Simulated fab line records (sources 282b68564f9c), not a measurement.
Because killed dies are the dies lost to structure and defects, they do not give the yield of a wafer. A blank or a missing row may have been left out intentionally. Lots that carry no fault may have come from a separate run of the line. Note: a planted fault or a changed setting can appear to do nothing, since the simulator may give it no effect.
Split-lot study / flow rit_cmos / 5 lots, 23 wafers read, on a route of 202 steps

## ABOUT THE SPLIT
At RIT_NSD_COAT_01 (resist thk 1000 nm), the setting resist_thk_nm was moved away from the recipe's 1000 nm on 7 of the 23 wafers read, by -4.8% to +5.7%. This setting was run at the recipe's value on the other wafers.

## FROM THE SPLIT TO THE READING: what the file shows between them, 3 steps
- RIT_NSD_SOFTBAKE_02: time 60 s
- RIT_NSD_EXPOSE_03: exposes mask M9, target cd 40700 nm
- RIT_NSD_DEVELOP_05: develop time 50 s

## THE READING
NOVOLAK_of_NSD_COAT_01.thk_nm (the simulator's own value, which no gauge read), in nm, at RIT_NSD_HARDBAKE_07 (time 60 s). There is no usual value for it anywhere in the file. Across the 16 wafers here that went through the recipe, the average is 883.7 nm and the standard deviation 1.9 nm.

wafer=L075.2; tool, chamber at the split=litho_track-02, 0; resist_thk_nm as run, nm=1000; against the recipe=recipe; NOVOLAK_of_NSD_COAT_01.thk_nm, nm=882.7; against lot-mates on the recipe=-
wafer=L075.3; tool, chamber at the split=litho_track-02, 0; resist_thk_nm as run, nm=1000; against the recipe=recipe; NOVOLAK_of_NSD_COAT_01.thk_nm, nm=882.6; against lot-mates on the recipe=-
wafer=L075.4; tool, chamber at the split=litho_track-02, 0; resist_thk_nm as run, nm=1057; against the recipe=+5.7%; NOVOLAK_of_NSD_COAT_01.thk_nm, nm=932.9; against lot-mates on the recipe=+50.1
wafer=L075.5; tool, chamber at the split=litho_track-02, 0; resist_thk_nm as run, nm=1000; against the recipe=recipe; NOVOLAK_of_NSD_COAT_01.thk_nm, nm=883.2; against lot-mates on the recipe=-
wafer=L075.6; tool, chamber at the split=litho_track-02, 0; resist_thk_nm as run, nm=1057; against the recipe=+5.7%; NOVOLAK_of_NSD_COAT_01.thk_nm, nm=931.1; against lot-mates on the recipe=+48.3
wafer=L076.1; tool, chamber at the split=litho_track-02, 0; resist_thk_nm as run, nm=1000; against the recipe=recipe; NOVOLAK_of_NSD_COAT_01.thk_nm, nm=881.6; against lot-mates on the recipe=-
wafer=L076.2; tool, chamber at the split=litho_track-02, 0; resist_thk_nm as run, nm=1000; against the recipe=recipe; NOVOLAK_of_NSD_COAT_01.thk_nm, nm=882.3; against lot-mates on the recipe=-
wafer=L076.4; tool, chamber at the split=litho_track-02, 0; resist_thk_nm as run, nm=1000; against the recipe=recipe; NOVOLAK_of_NSD_COAT_01.thk_nm, nm=881.4; against lot-mates on the recipe=-
wafer=L076.5; tool, chamber at the split=litho_track-02, 0; resist_thk_nm as run, nm=1000; against the recipe=recipe; NOVOLAK_of_NSD_COAT_01.thk_nm, nm=882.8; against lot-mates on the recipe=-
wafer=L076.6; tool, chamber at the split=litho_track-02, 0; resist_thk_nm as run, nm=1000; against the recipe=recipe; NOVOLAK_of_NSD_COAT_01.thk_nm, nm=883.6; against lot-mates on the recipe=-
wafer=L081.3; tool, chamber at the split=litho_track-01, 0; resist_thk_nm as run, nm=1000; against the recipe=recipe; NOVOLAK_of_NSD_COAT_01.thk_nm, nm=883.5; against lot-mates on the recipe=-
wafer=L081.4; tool, chamber at the split=litho_track-01, 0; resist_thk_nm as run, nm=1000; against the recipe=recipe; NOVOLAK_of_NSD_COAT_01.thk_nm, nm=883.3; against lot-mates on the recipe=-
wafer=L081.6; tool, chamber at the split=litho_track-01, 0; resist_thk_nm as run, nm=1000; against the recipe=recipe; NOVOLAK_of_NSD_COAT_01.thk_nm, nm=881; against lot-mates on the recipe=-
wafer=L082.1; tool, chamber at the split=litho_track-01, 0; resist_thk_nm as run, nm=960.5; against the recipe=-3.9%; NOVOLAK_of_NSD_COAT_01.thk_nm, nm=851.8; against lot-mates on the recipe=-34.6
wafer=L082.3; tool, chamber at the split=litho_track-01, 0; resist_thk_nm as run, nm=1000; against the recipe=recipe; NOVOLAK_of_NSD_COAT_01.thk_nm, nm=887.6; against lot-mates on the recipe=-
wafer=L082.4; tool, chamber at the split=litho_track-01, 0; resist_thk_nm as run, nm=1000; against the recipe=recipe; NOVOLAK_of_NSD_COAT_01.thk_nm, nm=886.3; against lot-mates on the recipe=-
wafer=L082.5; tool, chamber at the split=litho_track-01, 0; resist_thk_nm as run, nm=960.5; against the recipe=-3.9%; NOVOLAK_of_NSD_COAT_01.thk_nm, nm=851.9; against lot-mates on the recipe=-34.5
wafer=L082.6; tool, chamber at the split=litho_track-01, 0; resist_thk_nm as run, nm=1000; against the recipe=recipe; NOVOLAK_of_NSD_COAT_01.thk_nm, nm=885.2; against lot-mates on the recipe=-
wafer=L085.2; tool, chamber at the split=litho_track-01, 0; resist_thk_nm as run, nm=951.7; against the recipe=-4.8%; NOVOLAK_of_NSD_COAT_01.thk_nm, nm=840.5; against lot-mates on the recipe=-45.5
wafer=L085.3; tool, chamber at the split=litho_track-01, 0; resist_thk_nm as run, nm=951.7; against the recipe=-4.8%; NOVOLAK_of_NSD_COAT_01.thk_nm, nm=841.8; against lot-mates on the recipe=-44.2
wafer=L085.4; tool, chamber at the split=litho_track-01, 0; resist_thk_nm as run, nm=951.7; against the recipe=-4.8%; NOVOLAK_of_NSD_COAT_01.thk_nm, nm=843.5; against lot-mates on the recipe=-42.5
wafer=L085.5; tool, chamber at the split=litho_track-01, 0; resist_thk_nm as run, nm=1000; against the recipe=recipe; NOVOLAK_of_NSD_COAT_01.thk_nm, nm=887.1; against lot-mates on the recipe=-
wafer=L085.6; tool, chamber at the split=litho_track-01, 0; resist_thk_nm as run, nm=1000; against the recipe=recipe; NOVOLAK_of_NSD_COAT_01.thk_nm, nm=884.9; against lot-mates on the recipe=-

THE FIT
A straight line over all 23 wafers: NOVOLAK_of_NSD_COAT_01.thk_nm changes by +8.47 nm for each +1% of resist_thk_nm; r = +1.00; the points scatter about the line by 1.9 nm.
The same after taking each lot's own level away (the mean of its wafers on the recipe; 23 wafers): +8.84 nm for each +1%; r = +1.00; scatter 1.1 nm.
The reading moves by 50 nm for the largest change in resist_thk_nm, on that fit.
Across the lots, their own levels run from 882.34 to 886.37 nm, a range of 2.1 times the standard deviation given above.
The two slopes are in agreement: the lot-to-lot level therefore moves the slope only a little.
Check: for one of the wafers moved furthest among these (+5.7%), held out of the fit, the line's prediction against its lot-mates is +50.2 nm. Against them it came out at +50.1 nm.

## FURTHER SPLITS ON THESE WAFERS
These wafers also went through other splits before the reading. Each is held against what the fit with the lots' levels taken away leaves over:
other split on the same wafers=RIT_SPACER_CVD_03 sih2cl2_flow_sccm; wafers away from the commonest value=15; r with NOVOLAK_of_NSD_COAT_01.thk_nm (lot level and that fit taken away)=+0.02

## THE WHOLE CHAIN: every reading that the file lists as answering this split, in the file's order
step=RIT_NSD_COAT_01; what it does=resist thk 1000 nm; reading=NOVOLAK_of_NSD_COAT_01.thk_nm (the simulator's own value, which no gauge read); change (the file's fit)=+10.1 nm for each +1% of the setting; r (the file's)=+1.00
step=RIT_NSD_HARDBAKE_07; what it does=time 60 s; reading=NOVOLAK_of_NSD_COAT_01.thk_nm (the simulator's own value, which no gauge read); change (the file's fit)=+8.82 nm for each +1% of the setting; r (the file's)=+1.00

## FILE'S OWN FIT
NOVOLAK_of_NSD_COAT_01.thk_nm changes by +8.82 nm for each +1% of resist_thk_nm, r = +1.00.
